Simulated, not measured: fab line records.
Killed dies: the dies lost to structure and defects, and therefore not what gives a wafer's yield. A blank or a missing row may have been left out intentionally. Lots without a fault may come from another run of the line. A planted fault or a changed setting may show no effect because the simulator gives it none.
fab line records ; flow berkeley_cmos170
record: lots: 13; wafers: 35; last_day: 12
route steps=331 shown ACTIVE@66 GATE@141 PLDD@155 CONTACT@224
lots untouched by any fault: they come from a run of this same line in which no faults occurred
start_h: hours from the record's opening day to when the first of the lot's shown wafers began ; wait_h: hours from the lot's prior step to this one ; " same as the row above ; L1.1+2: several wafers, shown together as one row ; - either no value or no given start ; * or withheld: withheld ; < > ~ a bound
route shown NAME@n: names a module that has steps shown in the file, with the first one's number in the route ; usual: the fault-free wafers' mean and standard deviation ; same: alike in all rows ; chamber/n: place in a boat ; sites: each site's reading ; _std_site: standard deviation across them ; _edge_site: the outer-site mean with the inner-site mean subtracted ; radius_mm: how far each site lies from the wafer's centre ; mask NAME#n: copy n ; behind: tool/chamber where the wafer was last shaped ; hold: why the lot was held/for how many hours/how that ended ; device: names the non-switching transistor (n, p or np) ; end of line: the same wafers' tests at the end of the route ; a step given without rows: its recipe and nothing more ; killed: dies lost to structure and defects at the first sort, not the wafer's yield ; map: the dies of a wafer, with x for killed, . for not killed, _ for no die there
set.NAME: the setting the step ran with; set.NAME@STEP: the setting that earlier step ran with ; model.NAME: the simulator's own value behind a step, which no gauge read
the route's steps for a sample of lots (tables are steps, rows are wafers)
services: when a tool's chamber went out of use (start_h, in hours from the record's first day, below 0 if earlier), for how many hours, and the reason
== steps ==
step: UCB170_ACTIVE_THK_MEAS_06
recipe: reads: Si3N4_of_ACTIVE_CVD_05
usual: ACTIVE_NITRIDE_THK: 221.4/2.1
lot.wafer;tool;chamber;start_h;wait_h;ACTIVE_NITRIDE_THK[nm]
L967.1;film_metro-01;-;82.55;0.0;218.6
L967.2;film_metro-01;-;82.55;0.0;219.3
L967.6;film_metro-01;-;82.55;0.0;220.2
L968.1;film_metro-03;-;82.55;0.0;219.3
L968.2;film_metro-03;-;82.55;0.0;219.5
L968.4;film_metro-03;-;82.55;0.0;218.7
L969.1;film_metro-04;-;94.25;0.0;222.7
L969.3;film_metro-04;-;94.25;0.0;224.9
L969.4;film_metro-04;-;94.25;0.0;224.7
L971.1;film_metro-03;-;94.25;0.0;220.1
L971.4;film_metro-03;-;94.25;0.0;222.9
L971.5;film_metro-03;-;94.25;0.0;220.1
L970.4;film_metro-01;-;94.28;0.0;221.5
L970.5;film_metro-01;-;94.28;0.0;224.3
L970.6;film_metro-01;-;94.28;0.0;221.2
L972.1;film_metro-01;-;106.05;0.0;220.0
L972.4;film_metro-01;-;106.05;0.0;217.8
L972.6;film_metro-01;-;106.05;0.0;220.0
L973.1;film_metro-01;-;114.73;0.0;222.7
L973.3;film_metro-01;-;114.73;0.0;223.5
L973.6;film_metro-01;-;114.73;0.0;224.0
L974.4;film_metro-03;-;114.76;0.0;220.0
L974.5;film_metro-03;-;114.76;0.0;219.1
L974.6;film_metro-03;-;114.76;0.0;219.4
L975.1;film_metro-03;-;132.69;0.0;220.7
L975.2;film_metro-03;-;132.69;0.0;220.4
L975.3;film_metro-03;-;132.69;0.0;221.0
L977.2;film_metro-04;-;132.70;0.0;219.3
L977.3;film_metro-04;-;132.70;0.0;219.2
L977.6;film_metro-04;-;132.70;0.0;220.2
L981.1;film_metro-03;-;165.53;0.0;221.9
L983.3;film_metro-01;-;165.55;0.0;222.1
L990.1;film_metro-01;-;196.85;0.0;220.3
L990.3;film_metro-01;-;196.85;0.0;221.2
L990.6;film_metro-01;-;196.85;0.0;221.4
step: UCB170_GATE_ETCH_15
recipe: chemistry: HBr/Cl2; target: poly-Si; stop_on: SiO2; over_etch_frac: 0.3; icp_w: 300; bias_w: 150; time_s: 56.3; pressure_mtorr: 15; HBr_flow_sccm: 150; Cl2_flow_sccm: 50; target_depth_a: 2782
usual: chamber_pressure_mTorr: 15.000/0.012; drypump_motor_current_A: 5.6/0.39; oes_product_au: 0.852/0.018; throttle_valve_pct: 26.38/0.2
lot.wafer;tool;chamber;start_h;wait_h;chamber_pressure_mTorr;drypump_motor_current_A;oes_product_au;rf_hours_counter_h;throttle_valve_pct
L967.1;rie_si-02;0;141.61;-;14.989;6.0;0.822;52;26.04
L967.2;rie_si-02;2;141.61;-;15.010;6.0;0.825;1;26.31
L967.6;rie_si-02;0;141.61;-;15.008;6.0;0.835;-;26.03
L968.1;rie_si-01;3;141.85;-;15.008;6.0;0.869;0;26.27
L968.2;rie_si-01;2;141.85;-;15.009;5.2;0.863;38;26.51
L968.4;rie_si-01;0;141.85;-;14.995;5.9;0.886;62;26.62
L969.1;rie_si-02;0;149.99;-;15.009;6.0;0.832;52;26.03
L969.3;rie_si-02;2;149.99;-;15.008;6.1;0.841;1;26.30
L969.4;rie_si-02;1;149.99;-;14.992;5.0;0.851;38;26.44
L971.1;rie_si-01;3;153.98;-;15.005;6.0;0.844;0;26.25
L971.4;rie_si-01;2;153.98;-;14.996;5.1;0.837;38;26.52
L971.5;rie_si-01;1;153.98;-;15.011;5.6;0.856;-;26.48
L970.4;rie_si-02;2;154.15;-;14.996;6.1;0.831;1;26.30
L970.5;rie_si-02;1;154.15;-;14.990;5.0;0.858;-;26.43
L970.6;rie_si-02;0;154.15;-;15.009;6.0;0.833;-;26.03
L972.1;rie_si-01;0;160.73;-;14.996;5.9;0.882;62;26.60
L972.4;rie_si-01;2;160.73;-;15.000;5.1;0.837;38;26.52
L972.6;rie_si-01;0;160.73;-;15.015;5.9;0.878;-;26.62
L974.4;rie_si-02;3;161.25;-;14.998;5.6;0.834;2;26.56
L974.5;rie_si-02;2;161.25;-;14.987;6.1;0.830;-;26.32
L974.6;rie_si-02;1;161.25;-;15.000;5.0;0.856;-;26.45
L973.1;rie_si-01;3;161.53;-;15.017;6.0;0.877;0;26.25
L973.3;rie_si-01;1;161.53;-;15.012;5.6;0.867;57;26.48
L973.6;rie_si-01;1;161.53;-;14.988;5.6;0.866;-;26.49
L975.1;rie_si-02;2;171.11;-;14.976;6.0;0.845;2;26.30
L975.2;rie_si-02;0;171.11;-;14.995;6.0;0.846;52;26.03
L975.3;rie_si-02;1;171.11;-;14.990;5.0;0.872;38;26.43
L977.2;rie_si-02;3;171.23;-;14.989;5.6;0.842;2;26.57
L977.3;rie_si-02;2;171.23;-;15.000;6.0;0.847;2;26.31
L977.6;rie_si-02;1;171.23;-;14.999;5.0;0.879;-;26.44
L983.3;rie_si-02;0;222.76;-;15.027;6.0;0.707;52;26.03
L981.1;rie_si-02;0;222.89;-;15.001;6.0;0.724;52;26.02
L990.1;rie_si-01;2;250.07;-;15.005;5.1;0.846;38;26.52
L990.3;rie_si-01;1;250.07;-;15.006;5.5;0.869;57;26.47
L990.6;rie_si-01;1;250.07;-;14.996;5.5;0.865;-;26.48
step: UCB170_PLDD_STRIP_10
recipe: chemistry: O2; power_w: 400; pressure_mtorr: 3500; platen_temp_c: withheld; o2_flow_sccm: 400; overash_fraction: 0.5
usual: chamber_pressure_mTorr: 3500.0/2.9; drypump_motor_current_A: 5.6/0.61; oes_product_au: 0.735/0.0046; strip_time_to_endpoint_s: 21.64/0.067
lot.wafer;tool;chamber;start_h;wait_h;chamber_pressure_mTorr;drypump_motor_current_A;oes_product_au;rf_hours_counter_h;strip_time_to_endpoint_s
L967.1;plasma_asher-04;0;144.20;0.1;3498.8;6.6;0.735;43;21.69
L967.2;plasma_asher-04;1;144.20;0.1;3502.2;5.8;0.727;43;21.65
L967.6;plasma_asher-04;0;144.20;0.1;3500.7;6.5;0.736;-;21.67
L968.1;plasma_asher-04;0;144.50;0.1;3495.6;6.6;0.736;43;21.72
L968.2;plasma_asher-04;1;144.50;0.1;3503.6;5.9;0.735;43;21.65
L968.4;plasma_asher-04;1;144.50;0.1;3500.3;5.9;0.733;-;21.69
L969.1;plasma_asher-04;1;152.51;0.1;3503.1;5.9;0.733;44;21.65
L969.3;plasma_asher-04;1;152.51;0.1;3491.0;5.9;0.733;-;21.62
L969.4;plasma_asher-04;0;152.51;0.1;3502.2;6.5;0.741;-;21.55
L971.1;plasma_asher-04;1;155.96;0.1;3499.8;5.9;0.729;44;21.64
L971.4;plasma_asher-04;0;155.96;0.1;3501.5;6.6;0.742;-;21.71
L971.5;plasma_asher-04;1;155.96;0.1;3499.5;5.9;0.735;-;21.70
L970.4;plasma_asher-01;0;156.30;0.1;3498.4;5.0;0.738;-;21.64
L970.5;plasma_asher-01;0;156.30;0.1;3502.1;5.0;0.740;-;21.66
L970.6;plasma_asher-01;1;156.30;0.1;3496.4;5.1;0.731;-;21.64
L972.1;plasma_asher-01;0;162.68;0.1;3499.7;5.0;0.732;43;21.62
L972.4;plasma_asher-01;0;162.68;0.1;3500.0;5.0;0.729;-;21.71
L972.6;plasma_asher-01;1;162.68;0.1;3503.9;5.1;0.729;-;21.60
L974.4;plasma_asher-01;0;163.36;0.1;3498.8;5.0;0.746;-;21.79
L974.5;plasma_asher-01;1;163.36;0.1;3504.0;5.1;0.742;-;21.77
L974.6;plasma_asher-01;0;163.36;0.1;3501.9;5.0;0.731;-;21.66
L973.1;plasma_asher-02;1;163.73;0.1;3501.0;6.3;0.728;5;21.57
L973.3;plasma_asher-02;0;163.73;0.1;3495.8;5.2;0.734;-;21.58
L973.6;plasma_asher-02;0;163.73;0.1;3499.2;5.2;0.739;-;21.61
L975.1;plasma_asher-01;0;173.67;0.1;3496.8;5.0;0.735;45;21.53
L975.2;plasma_asher-01;1;173.67;0.1;3501.5;5.1;0.738;45;21.54
L975.3;plasma_asher-01;0;173.67;0.1;3497.2;5.0;0.738;-;21.52
L977.2;plasma_asher-02;1;174.22;0.1;3499.0;6.3;0.746;6;21.64
L977.3;plasma_asher-02;0;174.22;0.1;3500.6;5.2;0.739;-;21.67
L977.6;plasma_asher-02;0;174.22;0.1;3503.6;5.2;0.743;-;21.65
L990.1;plasma_asher-01;1;252.14;0.1;3498.6;5.1;0.741;53;21.58
L990.3;plasma_asher-01;1;252.14;0.1;3495.5;5.1;0.734;-;21.54
L990.6;plasma_asher-01;1;252.14;0.1;3502.1;5.1;0.734;-;21.56
step: UCB170_CONTACT_RTA_08
recipe: temp_c: 900; time_s: 10; ambient: N2
usual: lamp_power_pct: 24.8/2.6; wafer_temp_C_max: 905.2/1
lot.wafer;tool;chamber;start_h;wait_h;lamp_power_pct;wafer_temp_C_max
L968.1;rtp_anneal-01;0;163.84;0.0;27.1;905.0
L968.2;rtp_anneal-01;0;163.84;0.0;27.2;904.8
L968.4;rtp_anneal-01;0;163.84;0.0;27.1;904.7
L967.1;rtp_anneal-02;0;165.38;0.0;22.0;905.8
L967.2;rtp_anneal-02;0;165.38;0.0;22.0;906.6
L967.6;rtp_anneal-02;0;165.38;0.0;22.0;903.9
L969.1;rtp_anneal-01;0;167.77;0.0;27.2;906.6
L969.3;rtp_anneal-01;0;167.77;0.0;27.2;906.1
L969.4;rtp_anneal-01;0;167.77;0.0;27.2;904.1
L971.1;rtp_anneal-02;0;172.90;0.0;22.0;905.9
L971.4;rtp_anneal-02;0;172.90;0.0;22.0;903.6
L971.5;rtp_anneal-02;0;172.90;0.0;22.0;904.1
L970.4;rtp_anneal-01;0;174.40;0.0;27.2;905.2
L970.5;rtp_anneal-01;0;174.40;0.0;27.1;903.6
L970.6;rtp_anneal-01;0;174.40;0.0;27.2;904.0
L974.4;rtp_anneal-01;0;175.90;0.0;27.2;904.7
L974.5;rtp_anneal-01;0;175.90;0.0;27.1;905.7
L974.6;rtp_anneal-01;0;175.90;0.0;27.1;907.9
L972.1;rtp_anneal-02;0;175.97;0.0;22.0;904.7
L972.4;rtp_anneal-02;0;175.97;0.0;22.0;904.9
L972.6;rtp_anneal-02;0;175.97;0.0;22.0;904.1
L973.1;rtp_anneal-02;0;179.76;0.0;22.0;904.7
L973.3;rtp_anneal-02;0;179.76;0.0;22.0;903.4
L973.6;rtp_anneal-02;0;179.76;0.0;22.0;903.8
L975.1;rtp_anneal-01;0;190.85;0.0;27.2;905.2
L975.2;rtp_anneal-01;0;190.85;0.0;27.2;905.2
L975.3;rtp_anneal-01;0;190.85;0.0;27.2;905.5
L977.2;rtp_anneal-02;0;191.32;0.0;22.0;906.2
L977.3;rtp_anneal-02;0;191.32;0.0;22.0;904.5
L977.6;rtp_anneal-02;0;191.32;0.0;22.0;905.2
L990.1;rtp_anneal-01;0;275.64;0.0;27.2;905.6
L990.3;rtp_anneal-01;0;275.64;0.0;27.2;903.9
L990.6;rtp_anneal-01;0;275.64;0.0;27.2;906.3
== services ==
tool;chamber;start_h;hours;kind
plasma_asher-02;0;117.75;-;clean
plasma_asher-02;1;117.75;-;clean
rie_si-01;-;168.31;4.3;pm
rie_si-01;2;176.62;43.3;repair
plasma_asher-02;-;199.08;1.6;repair
rie_si-01;-;232.77;14.6;pm
== key ==
first_sign: step: UCB170_GATE_ETCH_15; reading: oes_product_au; direction: down; sigmas: 7.5; usual: 0.852; struck: 0.715
effect none on later readings
met_at UCB170_GATE_ETCH_15
struck_lots L981,L983
struck_wafers L981.1,L983.3
later_rows_left_out L981.1,L983.3
sort_left_out L981.1,L983.3
tester_left_out L981,L983
not_acting_at UCB170_ACTIVE_THK_MEAS_06,UCB170_PLDD_STRIP_10,UCB170_CONTACT_RTA_08
onset_between 171.11 222.76
earlier_fault: kind: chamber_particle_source; tool: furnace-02; chamber: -; onset_h: 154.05; steps: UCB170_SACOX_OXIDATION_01; rate_per_visit_cm2: 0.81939; end_h: 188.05
fault: kind: process_parameter_drift; tool: rie_si-02; chamber: 0; onset_h: 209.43; steps: UCB170_GATE_ETCH_15; channel: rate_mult; offset: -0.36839; shape: step; end_h: 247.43
tester_left_out: of these lots the tester's yield and bins aren't shown, on N5 and GAA mostly nor the transistor test; their killed dies are dies lost to structure and defects alone, not to doping, threshold or leakage, so they don't give the yield
sort_left_out: the simulated sort isn't trusted on such a fault, so these wafers' sort isn't shown, and their yield isn't known
later_rows_left_out: the simulator's readings of these wafers behind a module that went badly wrong aren't trusted and aren't shown, but for the sort
